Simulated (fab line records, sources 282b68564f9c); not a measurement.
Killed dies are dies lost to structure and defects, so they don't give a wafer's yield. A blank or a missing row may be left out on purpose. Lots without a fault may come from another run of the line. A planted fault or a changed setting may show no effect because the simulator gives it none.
Which tool did it? | flow rit_cmos | 13 lots, 39 wafers sampled, at 2 steps of a route of 202

WHAT THE GAUGES READ, wafer by wafer
RIT_PSD_OVL_MEAS_06.
lot  | measured    | on         | PSD_OVL (nm)
L621 | day 3 00:02 | overlay-01 | 4.0 2.0 3.0
L622 | day 3 07:28 | overlay-01 | -1.5 -0.9 -2.4
L623 | day 3 11:58 | overlay-01 | 2.0 1.2 1.1
L624 | day 3 16:34 | overlay-02 | 3.6 2.5 1.3
L625 | day 3 21:51 | overlay-02 | 0.0 0.0 -0.5
L626 | day 4 05:01 | overlay-01 | - - -
L627 | day 4 07:53 | overlay-01 | 2.0 -0.3 3.0
L628 | day 4 16:26 | overlay-01 | 0.6 1.3 1.8
L629 | day 4 18:29 | overlay-01 | - - -
L638 | day 6 15:57 | overlay-01 | -0.3 -0.2 -0.6
L639 | day 6 18:37 | overlay-01 | 2.0 1.5 2.0
L642 | day 7 11:37 | overlay-01 | -3.2 -3.3 -2.0
L643 | day 7 16:26 | overlay-02 | -0.8 -0.8 -0.5

WHICH TOOL RAN EACH LOT (tool, then ch and the chambers of the sampled wafers, then the start)
lot  | RIT_PSD_EXPOSE_03
L621 | iline_stepper-02 ch 0, day 2 23:39
L622 | iline_stepper-01 ch 0, day 3 07:04
L623 | iline_stepper-02 ch 0, day 3 11:34
L624 | iline_stepper-02 ch 0, day 3 16:10
L625 | iline_stepper-01 ch 0, day 3 21:24
L626 | iline_stepper-01 ch 0, day 4 04:37
L627 | iline_stepper-02 ch 0, day 4 07:29
L628 | iline_stepper-02 ch 0, day 4 16:03
L629 | iline_stepper-01 ch 0, day 4 18:05
L638 | iline_stepper-02 ch 0, day 6 15:33
L639 | iline_stepper-02 ch 0, day 6 18:13
L642 | iline_stepper-02 ch 0, day 7 11:14
L643 | iline_stepper-02 ch 0, day 7 16:02
- RIT_PSD_EXPOSE_03: exposes mask M10, target cd 40900 nm.

WHAT THE TOOLS THEMSELVES READ (means of the sampled wafers that have a number; where no wafer has one, the mark that the record gives instead)
The record holds no such reading with a usual standard deviation.

THE ANSWER, worked out from the rows above alone
Rule: what is usual is taken from the lots themselves. Put in order of their means at a reading, lots are off if they are a third of the lots or fewer, leave a main group of 4 or more, and stand apart from it by a gap of 3 or more times the standard deviation of the main group's means; of several such gaps the widest counts. A main group whose means are all the same, to the digits that the tables above print for the reading, isn't used. A lot without any number at a reading at which 4 lots or more have one is off too. The other lots that the step has rows for count as sound. The gauges are gone through in route order, then the tools' own readings, and for those a lot's mean is taken as printed above. The first step at which some lot is off is used, and at that step the reading that is off furthest; a lot without a number counts as furthest.
Off: L626, L629, at RIT_PSD_OVL_MEAS_06 (PSD_OVL). Without a number there: L626, L629. The main group: mean 0.5 nm, standard deviation 1.7.
A tool fits if, at a process step before that reading, it ran every lot that is off, and no sound lot after the first of them. The gauges at RIT_PSD_OVL_MEAS_06 are tried like those tools. One fits: iline_stepper-01 at RIT_PSD_EXPOSE_03. Its last sound lot is L625 (day 3 21:24), its first lot that is off L626 (day 4 04:37): a fault that began between those two fits.

WHAT THE SIMULATOR HAD PUT IN
Scanner matching overlay: iline_stepper-01, from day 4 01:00 on, at RIT_PSD_EXPOSE_03. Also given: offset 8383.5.
Lots struck among those shown: L626, L629. The rule above found the same.
